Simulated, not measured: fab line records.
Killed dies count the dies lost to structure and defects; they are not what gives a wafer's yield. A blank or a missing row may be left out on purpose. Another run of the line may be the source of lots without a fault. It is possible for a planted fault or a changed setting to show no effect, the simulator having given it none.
Split-lot trial	flow berkeley-cmos170	23 wafers read across 5 lots, on a route 331 steps long

THE SPLIT
At UCB170_M3_PEB_13, the setting peb-temp-c was moved away from the recipe's 130 C on 10 of the 23 wafers read, by -2.2% to +2.7%. For the rest of the wafers, this setting stayed at what the recipe calls for.

FROM THE SPLIT TO THE READING: what the file shows between them, 5 steps
- UCB170_M3_DEVELOP_14: develop time 45 s
- UCB170_M3_CD_MEAS_15: target cd 700 nm
- UCB170_M3_ETCH_17: etches BARC in N2/H2
- UCB170_M3_METAL_ETCH_18: etches Al in Cl2/BCl3, stops on SiO2, target depth 1170 nm, time 195 s
- UCB170_M3_STRIP_19: strips in O2

THE READING
At UCB170_M3_CD_MEAS_90: cd-nm in nanometres, against a target cd of 700 nm. On this fab line, fault-free wafers typically give 699 nm with a standard deviation of 3.8 nm.

wafer	tool, chamber at the split	peb-temp-c as run, C	against the recipe	cd-nm, nm	against lot-mates on the recipe
L075.1	litho-track-01, 0	127.2	-2.2%	717	+19
L075.2	litho-track-01, 0	130	recipe	699	-
L075.4	litho-track-01, 0	127.2	-2.2%	713	+15
L075.5	litho-track-01, 0	127.2	-2.2%	711	+13
L075.6	litho-track-01, 0	130	recipe	697	-
L076.1	litho-track-03, 0	130	recipe	697	-
L076.2	litho-track-03, 0	130	recipe	700	-
L076.3	litho-track-03, 0	133.5	+2.7%	678	-20
L076.4	litho-track-03, 0	133.5	+2.7%	676	-22
L076.6	litho-track-03, 0	130	recipe	697	-
L082.1	litho-track-04, 0	127.5	-1.9%	722	+22
L082.3	litho-track-04, 0	130	recipe	699	-
L082.4	litho-track-04, 0	130	recipe	702	-
L082.5	litho-track-04, 0	127.5	-1.9%	721	+21
L082.6	litho-track-04, 0	130	recipe	700	-
L085.1	litho-track-03, 0	130	recipe	702	-
L085.2	litho-track-03, 0	130	recipe	703	-
L085.4	litho-track-03, 0	130	recipe	698	-
L080.1	litho-track-01, 0	130	recipe	704	-
L080.2	litho-track-01, 0	133.5	+2.7%	684	-20
L080.3	litho-track-01, 0	133.5	+2.7%	683	-20
L080.4	litho-track-01, 0	133.5	+2.7%	686	-18
L080.6	litho-track-01, 0	130	recipe	703	-

THE FIT
A straight line over all 23 wafers: cd-nm changes by -7.36 nm for each +1% of peb-temp-c; r = -0.96; the points scatter about the line by 3.7 nm.
The same after taking each lot's own level away (the mean of its wafers on the recipe; 23 wafers): -7.86 nm for each +1%; r = -0.98; scatter 2.5 nm.
On that fit, the largest move of peb-temp-c shifts the reading by 21 nm.
Across the lots, their own levels run from 698.0 to 703.5 nm, a range of 1.4 times the standard deviation given above.
The two slopes agree, so the slope changes little with the lot-to-lot level.
Check: for one of the wafers moved furthest among these (+2.7%), held out of the fit, the line's prediction against its lot-mates is -20.6 nm. It came out at -20 nm against them.

THE WHOLE CHAIN: every reading that the file lists as answering this split, in the file's order
step	what it does	reading	change (the file's fit)	r (the file's)
UCB170_M3_CD_MEAS_15	target cd 700 nm	cd-nm	-8.28 nm for each +1% of the setting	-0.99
UCB170_M3_ETCH_17	etches BARC in N2/H2	M3.cd-nm (the simulator's own value, which no gauge read)	-8.35 nm for each +1% of the setting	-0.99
UCB170_M3_METAL_ETCH_18	etches Al in Cl2/BCl3, stops on SiO2, target depth 1170 nm, time 195 s	M3.cd-nm (the simulator's own value, which no gauge read)	-7.96 nm for each +1% of the setting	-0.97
UCB170_M3_CD_MEAS_90	target cd 700 nm	cd-nm	-7.96 nm for each +1% of the setting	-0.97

FILE'S OWN FIT
cd-nm changes by -7.96 nm for each +1% of peb-temp-c, r = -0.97.
